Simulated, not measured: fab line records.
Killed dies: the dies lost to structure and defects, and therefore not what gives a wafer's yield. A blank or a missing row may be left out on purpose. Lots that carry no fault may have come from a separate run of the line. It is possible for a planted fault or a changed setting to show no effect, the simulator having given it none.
Matching of chambers / flow berkeley cmos170 / UCB170_ACTIVE_ETCH_15 on rie diel-02: 4 sister chambers
The step etches Si3N4 in CH3F/Ar/O2, stops on SiO2, target depth 242 nm, time 151 s. 4 wafers are shown with their chamber, then 11 later ones without.

## WAFERS, EACH WITH ITS CHAMBER
wafer=L083.1; chamber=3; drypump motor current A (A)=5.8
wafer=L083.3; chamber=2; drypump motor current A (A)=5.8
wafer=L091.2; chamber=1; drypump motor current A (A)=4.9
wafer=L092.1; chamber=0; drypump motor current A (A)=4.9

## WAFERS MISSING THEIR CHAMBER
wafer=L092.2; drypump motor current A (A)=5.8
wafer=L092.3; drypump motor current A (A)=5.0
wafer=L092.4; drypump motor current A (A)=5.8
wafer=L092.5; drypump motor current A (A)=5.8
wafer=L092.6; drypump motor current A (A)=5.8
wafer=L095.3; drypump motor current A (A)=5.8
wafer=L095.5; drypump motor current A (A)=5.8
wafer=L095.6; drypump motor current A (A)=4.9
wafer=L096.4; drypump motor current A (A)=4.9
wafer=L096.5; drypump motor current A (A)=5.8
wafer=L096.6; drypump motor current A (A)=4.9

## WHICH CHAMBER EACH ONE RAN IN
wafer=L092.2; from the rows above=can't be placed: 2 or 3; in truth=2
wafer=L092.3; from the rows above=can't be placed: 0 or 1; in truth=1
wafer=L092.4; from the rows above=can't be placed: 2 or 3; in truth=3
wafer=L092.5; from the rows above=can't be placed: 2 or 3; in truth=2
wafer=L092.6; from the rows above=can't be placed: 2 or 3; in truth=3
wafer=L095.3; from the rows above=can't be placed: 2 or 3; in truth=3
wafer=L095.5; from the rows above=can't be placed: 2 or 3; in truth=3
wafer=L095.6; from the rows above=can't be placed: 0 or 1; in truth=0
wafer=L096.4; from the rows above=can't be placed: 0 or 1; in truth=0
wafer=L096.5; from the rows above=can't be placed: 2 or 3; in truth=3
wafer=L096.6; from the rows above=can't be placed: 0 or 1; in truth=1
Placed correctly: 0 of 11. From these rows, 11 cannot be placed; in 11 the true chamber is one of the candidates. 0 placed wrongly.
How it was worked out, from the rows above alone: a wafer's distance from a chamber is the root of the sum, over the readings, of the square of ((its reading less the chamber's mean) divided by the reading's scatter). The wafer belongs to the nearest chamber; if the next one is less than 2 further off, it can't be placed. Each chamber's mean is taken over the wafers shown for it. The scatter: with one shown wafer a chamber, the root of the mean of the squares of how far each hidden wafer lies from its nearest shown one.
